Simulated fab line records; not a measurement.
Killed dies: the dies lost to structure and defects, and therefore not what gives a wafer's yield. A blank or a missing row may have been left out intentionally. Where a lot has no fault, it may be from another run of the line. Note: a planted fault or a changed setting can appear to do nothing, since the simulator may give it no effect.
The tool behind it: which one? | flow berkeley_cmos170 | 39 wafers from 13 lots sampled at 4 of the route's 331 steps

## WHAT EACH GAUGE READ, for each wafer
UCB170_V2_THK_MEAS_01.
lot  | measured     | on            | V2_TEOS_THK (nm)
L850 | day 7 21:26  | film_metro-02 | 1999 1994 2017
L851 | day 7 21:16  | film_metro-03 | 2004 2035 2029
L855 | day 8 05:54  | film_metro-03 | 2014 2005 2035
L854 | day 8 06:52  | film_metro-02 | 1980 2039 2009
L853 | day 8 06:55  | film_metro-01 | 1940 1990 1991
L852 | day 8 07:14  | film_metro-03 | 1974 1988 2005
L863 | day 10 15:38 | film_metro-02 | 1978 3144 1970 1978 3145 1967
L865 | day 10 22:10 | film_metro-01 | 3157 3207 2017 3159 3208 2018
L866 | day 10 22:17 | film_metro-03 | 1975 2000 1985
L867 | day 11 02:21 | film_metro-02 | 2025 2021 2022
L868 | day 11 02:53 | film_metro-02 | 1953 1983 2011
L872 | day 12 06:50 | film_metro-01 | 1948 1963 2025
L873 | day 12 07:34 | film_metro-01 | 1995 1967 2020

UCB170_V2_CD_MEAS_12 targets a cd of 700 nm.
lot  | measured     | on        | cd_nm (nm)
L850 | day 7 23:27  | cd_sem-02 | 699.2 699.9 699.6
L851 | day 7 23:16  | cd_sem-01 | 700.0 700.5 699.7
L855 | day 8 07:28  | cd_sem-01 | 701.4 702.1 702.5
L854 | day 8 09:04  | cd_sem-01 | 700.0 699.3 698.0
L853 | day 8 09:11  | cd_sem-02 | 700.4 700.9 699.1
L852 | day 8 09:22  | cd_sem-02 | 699.6 698.5 698.8
L863 | day 11 00:25 | cd_sem-01 | 702.0 701.1 700.6
L865 | day 11 07:17 | cd_sem-01 | 699.5 699.5 697.9
L866 | day 11 00:03 | cd_sem-01 | 695.3 696.7 696.2
L867 | day 11 04:04 | cd_sem-01 | 700.4 699.9 699.7
L868 | day 11 04:26 | cd_sem-02 | 698.5 700.4 699.3
L872 | day 12 08:47 | cd_sem-01 | 702.1 702.4 702.1
L873 | day 12 09:32 | cd_sem-02 | 697.4 698.2 697.1

## WHAT TOOL EACH LOT RAN ON (gives the tool, then ch and the chambers of the sampled wafers, and finally the start)
lot  | UCB170_M2_STRIP_07                   | UCB170_V2_CVD_00
L850 | plasma_asher-02 ch 0,1, day 7 18:56  | pecvd-03 ch 0,1,2, day 7 21:16
L851 | plasma_asher-03 ch 0,1, day 7 19:05  | pecvd-02 ch 0,1,2, day 7 21:10
L855 | plasma_asher-03 ch 0,1, day 8 03:53  | pecvd-03 ch 0,2, day 8 05:44
L854 | plasma_asher-03 ch 0,1, day 8 04:47  | pecvd-02 ch 1,2, day 8 06:42
L853 | plasma_asher-02 ch 0,1, day 8 04:59  | pecvd-04 ch 0,1,2, day 8 06:45
L852 | plasma_asher-03 ch 1, day 8 05:04    | pecvd-03 ch 0,1,2, day 8 07:05
L863 | plasma_asher-02 ch 0,1, day 10 13:32 | pecvd-02 ch 0,1,2, day 10 15:28
L865 | plasma_asher-04 ch 0,1, day 10 19:19 | pecvd-02 ch 0,1, day 10 22:00
L866 | plasma_asher-02 ch 0,1, day 10 19:29 | pecvd-04 ch 0,1,2, day 10 22:07
L867 | plasma_asher-02 ch 0,1, day 11 00:11 | pecvd-03 ch 0,1,2, day 11 02:11
L868 | plasma_asher-02 ch 0,1, day 11 00:41 | pecvd-04 ch 1,2, day 11 02:44
L872 | plasma_asher-03 ch 0,1, day 12 04:37 | pecvd-03 ch 0,1,2, day 12 06:40
L873 | plasma_asher-02 ch 0,1, day 12 05:03 | pecvd-04 ch 1,2, day 12 07:23
- UCB170_M2_STRIP_07: strips in O2.
- UCB170_V2_CVD_00: deposits SiO2 from TEOS/O2, target thk 2000 nm, time 250 s.

## WHAT THE TOOLS THEMSELVES READ (means of the sampled wafers that have a number; where no wafer has one, the mark that the record gives instead)
UCB170_M2_STRIP_07.
lot  | tool            | chamber_pressure_mTorr (mTorr) | drypump_motor_current_A (A) | oes_product_au (a.u.) | strip_time_to_endpoint_s (s)
L850 | plasma_asher-02 | 3500                           | 5.7                         | 0.731                 | 21.83
L851 | plasma_asher-03 | 3502                           | 5.4                         | 0.735                 | 21.96
L855 | plasma_asher-03 | 3500                           | 5.4                         | 0.739                 | 21.97
L854 | plasma_asher-03 | 3501                           | 5.4                         | 0.738                 | 21.92
L853 | plasma_asher-02 | 3502                           | 5.7                         | 0.738                 | 22.03
L852 | plasma_asher-03 | 3499                           | 5.1                         | 0.734                 | 22.02
L863 | plasma_asher-02 | 3496                           | 5.5                         | 0.735                 | 22.05
L865 | plasma_asher-04 | 3501                           | 5.7                         | 0.735                 | 21.91
L866 | plasma_asher-02 | 3504                           | 5.5                         | 0.736                 | 21.86
L867 | plasma_asher-02 | 3497                           | 5.5                         | 0.734                 | 21.92
L868 | plasma_asher-02 | 3498                           | 5.7                         | 0.733                 | 21.93
L872 | plasma_asher-03 | 3500                           | 5.4                         | 0.736                 | 21.89
L873 | plasma_asher-02 | 3499                           | 5.7                         | 0.735                 | 21.91

UCB170_V2_CVD_00.
lot  | tool     | heater_power_w (W) | run_length_s (s)
L850 | pecvd-03 | 194                | 278.1
L851 | pecvd-02 | 241                | 278.2
L855 | pecvd-03 | 193                | 278.4
L854 | pecvd-02 | 217                | 278.3
L853 | pecvd-04 | 285                | 278.1
L852 | pecvd-03 | 192                | 278.1
L863 | pecvd-02 | 217                | 325.7
L865 | pecvd-02 | 203                | 372.8
L866 | pecvd-04 | 282                | 278.3
L867 | pecvd-03 | 209                | 278.2
L868 | pecvd-04 | 235                | 279.0
L872 | pecvd-03 | 191                | 278.2
L873 | pecvd-04 | 286                | 278.6

## THE ANSWER, worked out from the rows above alone
Rule: the lots themselves supply what counts as usual. The widest of any qualifying gaps counts: lots, ordered by their means at a reading, are off when they make up no more than a third of the lots, leave a main group of 4 or more, and stand apart from it by 3 or more times the standard deviation of that group's means. A main group is skipped when, at the precision printed for the reading in the tables above, its means are all equal. Also off: a lot with no number at a reading for which 4 or more lots have one. Any other lot the step has rows for is counted as sound. The gauges are gone through in route order, then the tools' own readings, and for those a lot's mean is taken as printed above. At the first step where some lot is off, the reading lying furthest off is the one used; lots without a number count as furthest.
Off: at UCB170_V2_THK_MEAS_01 (V2_TEOS_THK), L863, L865. The main group: mean 1998 nm, standard deviation 17.
If a tool, at a process step before that reading, ran all the lots that are off and no sound lot after the first of them, it fits. Not tried: the gauges at UCB170_V2_THK_MEAS_01; whatever is off there is also off at UCB170_V2_CVD_00, on other tools, and gauge error can't account for it. One candidate fits, namely pecvd-02 at UCB170_V2_CVD_00. A fault onset in the window from L854 (day 8 06:42, its last sound lot) to L863 (day 10 15:28, its first lot off) fits.
The tool's own readings at UCB170_V2_CVD_00 bear it out: on the lots that are off they differ by more than 5 times the standard deviation of the sound lots' means. run_length_s reads 349.2 s there against 278.3 s on the sound lots.

## WHAT THE SIMULATOR PUT IN
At UCB170_V2_CVD_00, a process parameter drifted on pecvd-02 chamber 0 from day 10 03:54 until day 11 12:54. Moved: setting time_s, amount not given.
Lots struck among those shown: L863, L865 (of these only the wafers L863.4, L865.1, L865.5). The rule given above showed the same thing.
